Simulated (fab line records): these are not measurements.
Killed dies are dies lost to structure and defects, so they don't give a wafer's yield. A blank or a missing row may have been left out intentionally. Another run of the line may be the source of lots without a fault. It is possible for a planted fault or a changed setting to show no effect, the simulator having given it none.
A lot that was struck, set against a sound lot | flow ritCmos | 15 steps out of a route of 202
Sound: these wafers, L583.1, L583.2, L583.4. Struck: wafers L580.2, L580.4, L580.6. At the end, the cause is stated.
For every step that has rows: the tool of each side, followed by ch and its chambers, followed by its first start. Under that, the readings that differ: sound wafers | struck wafers | difference of the means | sigmas: that difference in standard deviations of wafers without a fault.
alike: a reading whose means differ by less than 2 such deviations, as well as words and numbers matching on both sides. not compared: withheld readings; readings where some wafer has no value; bounds like >300 that might hide an equal value; numbers whose values overlap and for which the record gives no deviation.
A row with sigmas, a row that says differs or no value, or rows on one side alone: a step with any of these is where the two part. Numbers that don't overlap but have no deviation are shown without sigmas and don't part them. A reading that every wafer of one side lacks parts them only if that side has two wafers or more.

RIT_CONTACT_CVD_00: deposits SiO2 from TEOS, target thk 400 nm, time 61 s.
  sound on pecvd-03 ch 1,2, day 6 17:28; struck on pecvd-03 ch 0,1,2, day 6 03:13
  alike: heaterPowerW
RIT_CONTACT_THK_MEAS_01:
  sound on filmMetro-01, day 6 17:31; struck on filmMetro-01, day 6 03:16
  alike: CONTACT_TEOS_THK
then, 6 steps without rows for these wafers: RIT_CONTACT_HMDS_02 (prime time 60 s); RIT_CONTACT_COAT_03 (resist thk 1000 nm); RIT_CONTACT_SOFTBAKE_04 (time 60 s); RIT_CONTACT_EXPOSE_05 (exposes mask M11, target cd 1000 nm); RIT_CONTACT_PEB_06; RIT_CONTACT_DEVELOP_07 (develop time 120 s).
RIT_CONTACT_CD_MEAS_08 targets a cd of 1000 nm.
  sound on cdSem-02, day 6 18:32; struck on cdSem-01, day 6 04:26
  alike: cdNm
RIT_CONTACT_OVL_MEAS_09:
  sound on overlay-01, day 6 18:39; struck on overlay-02, day 6 04:32
  alike: CONTACT_OVL
then, 1 step without rows for these wafers: RIT_CONTACT_HARDBAKE_10 (time 60 s).
RIT_CONTACT_ETCH_11: etches SiO2 in CHF3/CF4/Ar, stops on TiSi2, target depth 480 nm, time 320 s.
  sound on rieDiel-04 ch 0,1,3, day 6 18:50; struck on rieDiel-01 ch 1,2,3, day 6 04:43
  alike: drypumpMotorCurrentA, mfcArSccm, oesProductAu, throttleValvePct
  not compared: rfHoursCounterH
RIT_CONTACT_STRIP_12: strips in O2, time 180 s.
  sound on plasmaAsher-01 ch 0,1, day 6 19:02; struck on plasmaAsher-03 ch 1, day 6 04:55
reading                  | sound             | struck            | difference                    | sigmas
drypumpMotorCurrentA (A) | 6.2 6.2 6.2       | 5.4 5.4 5.4       | -0.8                          | -2
rfReflPowerW (W)         | 5.3 6.5 5.2       | - - -             | no value on the struck wafers | 
runLengthS (s)           | 208.1 208.8 208.2 | 183.3 183.3 183.4 | -25.0                         | -60
  not compared: rfHoursCounterH
RIT_CONTACT_CD_MEAS_90 targets a cd of 1000 nm.
  sound on cdSem-02, day 6 19:13; struck on cdSem-01, day 6 05:07
  alike: cdNm
RIT_M1_PROBE_99:
  sound on prober-01, day 7 00:58; struck on prober-02, day 6 10:00
reading                            | sound             | struck            | difference | sigmas
model.etest.npolyLine.lineOhmUm    | 165.7 166.9 172.8 | 223.8 219.7 224.8 | +54.3      | 
model.etest.ppolyLine.lineOhmUm    | 157.8 161.1 165.3 | 208.3 208.6 209.5 | +47.4      | 
model.etest.contactPplus.endOhmUm  | 42.93 44.94 42.17 | 34.34 34.67 35.24 | -8.60      | 
model.etest.ppolyLine.widthNm (nm) | 100.8 99.59 100   | 112.2 110.9 110.3 | +11.0      | 
model.etest.npolyLine.widthNm (nm) | 99.88 99.15 99.3  | 110.8 110.3 109   | +10.6      | 
model.etest.contactNplus.endOhmUm  | 44.84 47.07 43.2  | 33.21 34.44 32.78 | -11.56     | 
  alike: killedAtContacts, killedAtFrontEnd, killedDies, killedOpen, killedShort
  not compared: model.etest.nmosTurned.driveUaUm, model.etest.pmosTurned.driveUaUm

WHERE THEY PART
Only at RIT_CONTACT_STRIP_12, within this record. Later steps at which nothing parts them and some readings are alike: RIT_CONTACT_CD_MEAS_90, RIT_M1_PROBE_99.

WHY: what the simulator had put in
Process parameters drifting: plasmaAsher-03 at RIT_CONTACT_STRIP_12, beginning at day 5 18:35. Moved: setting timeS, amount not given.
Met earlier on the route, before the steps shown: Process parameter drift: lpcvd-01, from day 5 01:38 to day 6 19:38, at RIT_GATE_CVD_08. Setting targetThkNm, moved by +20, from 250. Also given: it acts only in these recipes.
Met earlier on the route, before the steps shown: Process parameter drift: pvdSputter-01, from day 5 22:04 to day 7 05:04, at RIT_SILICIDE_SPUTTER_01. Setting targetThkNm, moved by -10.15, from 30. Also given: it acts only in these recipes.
